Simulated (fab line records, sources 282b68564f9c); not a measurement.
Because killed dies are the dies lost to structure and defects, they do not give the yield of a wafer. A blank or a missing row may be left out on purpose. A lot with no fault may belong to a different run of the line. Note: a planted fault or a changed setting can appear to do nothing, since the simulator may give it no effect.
A lot that was struck, set against a sound lot    flow ritCmos    22 steps out of a route of 202
Sound: wafers L599.2, L599.3, L599.5. The struck wafers were L589.1, L589.2, L589.5. The cause comes at the end.
Each step with rows lists, per side, the tool, then ch with its chambers, then its first start. Under that, the readings that differ: sound wafers    struck wafers    difference of the means    sigmas: that difference in standard deviations of wafers without a fault.
alike: readings with means less than 2 such deviations apart, plus words and numbers identical on both sides. not compared: withheld readings, readings lacking a value on some wafer, bounds such as >300 that could conceal the same value, and numbers that have no deviation in the record and whose values overlap.
A row with sigmas, a row that says differs or no value, or rows on one side alone: a step with any of these is where the two part. Numbers that don't overlap but have no deviation are shown without sigmas and don't part them. A reading missing from all wafers of one side parts the sides only when that side holds two or more wafers.

first, 2 steps without rows for these wafers: RIT_NSD_HARDBAKE_07 (time 60 s); RIT_NSD_IMPLANT_08.
RIT_NSD_STRIP_09: strips in O2, time 180 s.
  sound on plasmaAsher-04 ch 0,1, day 7 03:37; struck on plasmaAsher-04 ch 0,1, day 5 01:26
  alike: chamberPressureMTorr, drypumpMotorCurrentA
  not compared: rfHoursCounterH
RIT_NSD_TW_MEAS_10:
  sound on filmMetro-03 at day 7 03:49; struck on filmMetro-02 at day 5 01:37
  alike: NSD_TW
then, 6 steps without rows for these wafers: RIT_PSD_HMDS_00 (prime time 60 s); RIT_PSD_COAT_01 (resist thk 1000 nm); RIT_PSD_SOFTBAKE_02 (time 60 s); RIT_PSD_EXPOSE_03 (exposes mask M10, target cd 40900 nm); RIT_PSD_PEB_04; RIT_PSD_DEVELOP_05 (develop time 50 s).
RIT_PSD_OVL_MEAS_06:
  sound on overlay-02 at day 7 04:50; struck on overlay-02 at day 5 02:39
  alike: PSD_OVL
then, 1 step without rows for these wafers: RIT_PSD_HARDBAKE_07 (time 60 s).
RIT_PSD_IMPLANT_08:
  sound on implanter-03 ch 0, day 7 05:02; struck on implanter-04 ch 0, day 5 03:09
  alike: doseIonsCm2
RIT_PSD_STRIP_09: strips in O2, time 180 s.
  sound on plasmaAsher-01 ch 0,1, day 7 05:10; struck on plasmaAsher-04 ch 0,1, day 5 03:18
  alike: chamberPressureMTorr, drypumpMotorCurrentA
  not compared: rfHoursCounterH
RIT_PSD_TW_MEAS_10:
  sound on filmMetro-02 at day 7 05:21; struck on filmMetro-03 at day 5 03:28
reading  sound           struck          difference  sigmas
PSD_TW   3394 3414 3419  3611 3608 3612  +201        +8
then, 3 steps without rows for these wafers: RIT_SDANNEAL_CLEAN_00 (cleans in SC1, time 600 s); RIT_SDANNEAL_CLEAN_01 (cleans in dHF, time 29.45 s); RIT_SDANNEAL_CLEAN_02 (cleans in SC2, time 600 s).
RIT_SDANNEAL_RTA_03: time 5 s.
  sound on rtpAnneal-02 ch 0, day 7 05:47; struck on rtpAnneal-02 ch 0, day 5 03:54
  alike: wafer_temp_C_max
RIT_SDANNEAL_RS_MEAS_04: measurement is done with a four-point probe.
  sound on filmMetro-02 at day 7 05:51; struck on filmMetro-03 at day 5 03:58
reading          sound              struck             difference  sigmas
PSD_RS (ohm/sq)  116.2 116.2 115.8  108.3 108.2 108.3  -7.8        -26
RIT_SDANNEAL_RS_MEAS_05: measurement is done with a four-point probe.
  sound on filmMetro-02 at day 7 05:58; struck on filmMetro-03 at day 5 04:05
  alike: NSD_RS
RIT_M1_PROBE_99:
  sound on prober-01 at day 7 13:31; struck on prober-01 at day 5 11:43
  alike: killedAtFrontEnd, killedDies, killedOpen, killedShort

## WHERE THEY PART
At RIT_PSD_TW_MEAS_10 first; at RIT_SDANNEAL_RS_MEAS_04 last (within this record only). Later steps at which nothing parts them and some readings are alike: RIT_SDANNEAL_RS_MEAS_05, RIT_M1_PROBE_99.

WHY: the cause the simulator had injected
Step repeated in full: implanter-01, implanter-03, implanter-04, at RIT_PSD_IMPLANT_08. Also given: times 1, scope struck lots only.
